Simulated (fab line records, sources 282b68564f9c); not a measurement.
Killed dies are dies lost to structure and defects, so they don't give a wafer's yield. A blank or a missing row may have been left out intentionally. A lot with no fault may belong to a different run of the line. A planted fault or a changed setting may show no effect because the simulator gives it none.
A single fault, viewed from 2 desks / flow ritCmos / each desk holds nothing but its own numbers, with what lay behind them at the end

## FOR THE TOOL OWNER'S DESK: implanter-01
The tool's own readings at RIT_PWELL_IMPLANT_08: means of the sampled wafers that have a number, for each lot that ran on this tool. Marked OUT: a lot whose mean sits more than 4 standard deviations from the usual mean, which makes it out of limits; the brackets give that distance.
Columns: A = doseIonsCm2 at RIT_PWELL_IMPLANT_08, usual 6.998e+13; B = faradayCurrentUA at RIT_PWELL_IMPLANT_08, usual 222
lot=L206; first seen here=day 2 09:57; A=7.001e+13; B=222
lot=L210; first seen here=day 3 05:40; A=6.999e+13; B=220
lot=L215; first seen here=day 4 08:02; A=7.694e+13 (+98) OUT; B=244 (+4.8) OUT
lot=L216; first seen here=day 4 11:21; A=7.701e+13 (+99) OUT; B=245 (+5.1) OUT
This desk's finding: out of limits on L215, L216; first on L215, day 4 08:02 (doseIonsCm2 at RIT_PWELL_IMPLANT_08). In limits: L206, L210.

## METROLOGY DESK
What the gauges read, lot by lot, whatever tool the lot ran on: means of the sampled wafers that have a number. Marked OUT: a lot whose mean sits more than 4 standard deviations from the usual mean, which makes it out of limits; the brackets give that distance.
Columns: A = PWELL_OVL at RIT_PWELL_OVL_MEAS_06, usual 0.1 nm; B = PWELL_TW at RIT_PWELL_TW_MEAS_10, usual 946; C = PWELL_RS at RIT_WELLDRIVE_RS_MEAS_02, usual 429.6 ohm/sq; D = cdNm at RIT_GATE_CD_MEAS_16, usual 148.2 nm
lot=L205; first seen here=day 2 03:20; A=0.3; B=934; C=430.3; D=147.1
lot=L206; first seen here=day 2 09:38; A=1.4; B=944; C=429.7; D=148.6
lot=L209; first seen here=day 3 02:13; A=0.6; B=936; C=429.3; D=150.9
lot=L210; first seen here=day 3 05:22; A=-1.0; B=932; C=430.5; D=149.9
lot=L211; first seen here=day 3 09:40; A=0.7; B=941; C=428.2; D=151.7
lot=L215; first seen here=day 4 07:42; A=0.9; B=974; C=404.1 (-20) OUT; D=149.1
lot=L216; first seen here=day 4 10:57; A=1.6; B=987 (+4.6) OUT; C=404.4 (-19) OUT; D=149.6
lot=L218; first seen here=day 4 20:10; A=1.7; B=942; C=431.8; D=149.8
lot=L220; first seen here=day 5 05:49; A=-1.6; B=954; C=430.6; D=150.8
lot=L221; first seen here=day 5 10:43; A=0.0; B=945; C=431.1; D=146.9
lot=L223; first seen here=day 5 21:19; A=0.0; B=934; C=430.4; D=147.7
lot=L224; first seen here=day 6 02:02; A=0.6; B=947; C=430.9; D=149.5
lot=L226; first seen here=day 6 12:17; A=0.3; B=945; C=427.5; D=145.0
lot=L227; first seen here=day 6 17:13; A=0.2; B=941; C=430.5; D=146.0
Finding of this desk: L215, L216 out of limits, first seen on L216 at day 4 11:40 (PWELL_TW at RIT_PWELL_TW_MEAS_10). In limits: L205, L206, L209, L210, L211, L218, L220, L221, L223, L224, L226, L227.

## TAKEN TOGETHER
On L215, L216, at day 4 08:02, an alarm was possible from the tool owner's desk.
The metrology desk could have raised an alarm at day 4 11:40, on L215, L216.
On implanter-01, each named lot ran RIT_PWELL_IMPLANT_08.

## WHAT THE SIMULATOR PUT IN
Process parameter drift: implanter-01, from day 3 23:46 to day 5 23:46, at RIT_PWELL_IMPLANT_08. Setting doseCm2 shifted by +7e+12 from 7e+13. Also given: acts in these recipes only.
Lots struck among those shown: L215, L216.
Hours from the fault's start to each desk's first reading out of limits: the tool owner's desk, 8; the metrology desk, 12.
